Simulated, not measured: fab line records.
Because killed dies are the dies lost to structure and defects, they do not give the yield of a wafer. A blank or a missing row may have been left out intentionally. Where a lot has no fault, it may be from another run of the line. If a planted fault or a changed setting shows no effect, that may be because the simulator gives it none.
Matching of chambers / flow berkeley cmos170 / UCB170_FIELD_WET_ETCH_04 on wet bench-01 has 4 sister chambers
The step etches SiO2 in dHF, time 60 s. 4 wafers are shown with their chamber, then 9 later ones without.

EACH WAFER AND ITS CHAMBER
wafer=L810.5; chamber=1; temp c (C)=24.97
wafer=L818.5; chamber=2; temp c (C)=25.06
wafer=L821.6; chamber=3; temp c (C)=24.94
wafer=L822.3; chamber=0; temp c (C)=25.13

WAFERS MISSING THEIR CHAMBER
wafer=L822.4; temp c (C)=25.15
wafer=L823.1; temp c (C)=25.12
wafer=L823.5; temp c (C)=25.27
wafer=L823.6; temp c (C)=25.19
wafer=L826.2; temp c (C)=24.97
wafer=L826.5; temp c (C)=24.91
wafer=L827.1; temp c (C)=24.99
wafer=L828.2; temp c (C)=24.99
wafer=L828.3; temp c (C)=24.92

THE CHAMBER EACH PASSED THROUGH
wafer=L822.4; from the rows above=can't be placed: 0 or 2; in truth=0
wafer=L823.1; from the rows above=can't be placed: 0 or 2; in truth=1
wafer=L823.5; from the rows above=can't be placed: 0 or 2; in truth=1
wafer=L823.6; from the rows above=can't be placed: 0 or 2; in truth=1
wafer=L826.2; from the rows above=can't be placed: 1 or 3 or 2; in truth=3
wafer=L826.5; from the rows above=can't be placed: 3 or 1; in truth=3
wafer=L827.1; from the rows above=can't be placed: 1 or 3 or 2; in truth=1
wafer=L828.2; from the rows above=can't be placed: 1 or 3 or 2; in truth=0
wafer=L828.3; from the rows above=can't be placed: 3 or 1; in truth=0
Correct placement for 0 of the 9. Not placeable from these rows: 9 (in 4, the candidates include the true chamber). Wrongly placed: 0.
How it was worked out, from the rows above alone: a wafer's distance from a chamber is the root of the sum, over the readings, of the square of ((its reading less the chamber's mean) divided by the reading's scatter). If the next closest chamber is less than 2 further off than the closest, the wafer can't be placed; otherwise it belongs to the closest. A chamber's mean is the mean of its shown wafers. The scatter (one wafer shown for each chamber): square how far every hidden wafer sits from the nearest shown wafer, average those squares and take the square root.
